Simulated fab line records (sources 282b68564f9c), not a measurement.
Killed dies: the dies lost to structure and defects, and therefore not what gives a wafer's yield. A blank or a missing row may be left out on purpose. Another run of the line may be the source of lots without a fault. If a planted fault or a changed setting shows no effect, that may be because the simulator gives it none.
2 desks, one fault	flow rit-cmos	only its own numbers are on each desk; what lay behind them is given at the end

AT THE METROLOGY DESK
Lot by lot, what the gauges showed, no matter which tool ran the lot: averages of those sampled wafers that carry a number. If a lot's mean is further than 4 standard deviations from the usual mean, the lot is out of limits and carries the mark OUT (the distance appears in the brackets).
Columns: A = PSD_RS at RIT_SDANNEAL_RS_MEAS_04, usual 115.9 ohm/sq
lot	first seen here	A
L632	day 3 12:19	115.7
L633	day 3 14:39	116.0
L634	day 3 16:46	116.1
L635	day 3 21:04	116.0
L638	day 4 10:46	116.2
L637	day 4 10:48	115.9
L636	day 4 10:53	115.3
L640	day 4 20:35	115.8
L643	day 5 10:41	116.1
L644	day 5 15:58	115.8
L650	day 7 04:58	119.0 (+10) OUT
L651	day 7 12:06	119.3 (+11) OUT
L654	day 8 07:41	115.6
L655	day 8 09:32	115.9
This desk's result: L650, L651 out of limits, first on L650 (PSD_RS at RIT_SDANNEAL_RS_MEAS_04), day 7 04:58. Within limits: L632, L633, L634, L635, L638, L637, L636, L640, L643, L644, L654, L655.

THE TOOL OWNER'S DESK: implanter-03
RIT_PSD_IMPLANT_08, tool's own readings: per-lot mean of the sampled wafers with a number, covering each lot this tool ran. If a lot's mean is further than 4 standard deviations from the usual mean, the lot is out of limits and carries the mark OUT (the distance appears in the brackets).
Columns: A = beam-on-s at RIT_PSD_IMPLANT_08, usual 13.7 s; B = faraday-current-uA at RIT_PSD_IMPLANT_08, usual 11242
lot	first seen here	A	B
L634	day 3 15:46	13.8	11183
L635	day 3 20:14	14.0	10993
L638	day 4 09:56	13.8	11161
L640	day 4 19:46	13.9	11067
L643	day 5 09:46	13.9	11028
L644	day 5 15:09	13.5	11401
L650	day 7 04:10	10.6 (-10) OUT	14488 (+14) OUT
L651	day 7 11:06	10.5 (-11) OUT	14661 (+14) OUT
This desk finds L650, L651 out of limits, L650 being first, at day 7 04:10 (beam-on-s at RIT_PSD_IMPLANT_08). Within limits: L634, L635, L638, L640, L643, L644.

PUT TOGETHER
An alarm could have come from the tool owner's desk at day 7 04:10, on L650, L651.
Metrology desk: alarm possible at day 7 04:58 on L650, L651.
Every lot named ran RIT_PSD_IMPLANT_08 on implanter-03.

WHAT WAS PUT IN BY THE SIMULATOR
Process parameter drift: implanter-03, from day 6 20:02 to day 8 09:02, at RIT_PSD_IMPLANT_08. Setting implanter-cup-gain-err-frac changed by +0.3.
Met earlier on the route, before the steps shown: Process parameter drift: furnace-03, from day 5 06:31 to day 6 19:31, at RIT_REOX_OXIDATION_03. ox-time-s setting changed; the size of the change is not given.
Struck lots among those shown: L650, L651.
Time in hours from fault onset to the first out-of-limits reading at each desk: tool owner's desk 8, metrology desk 9.
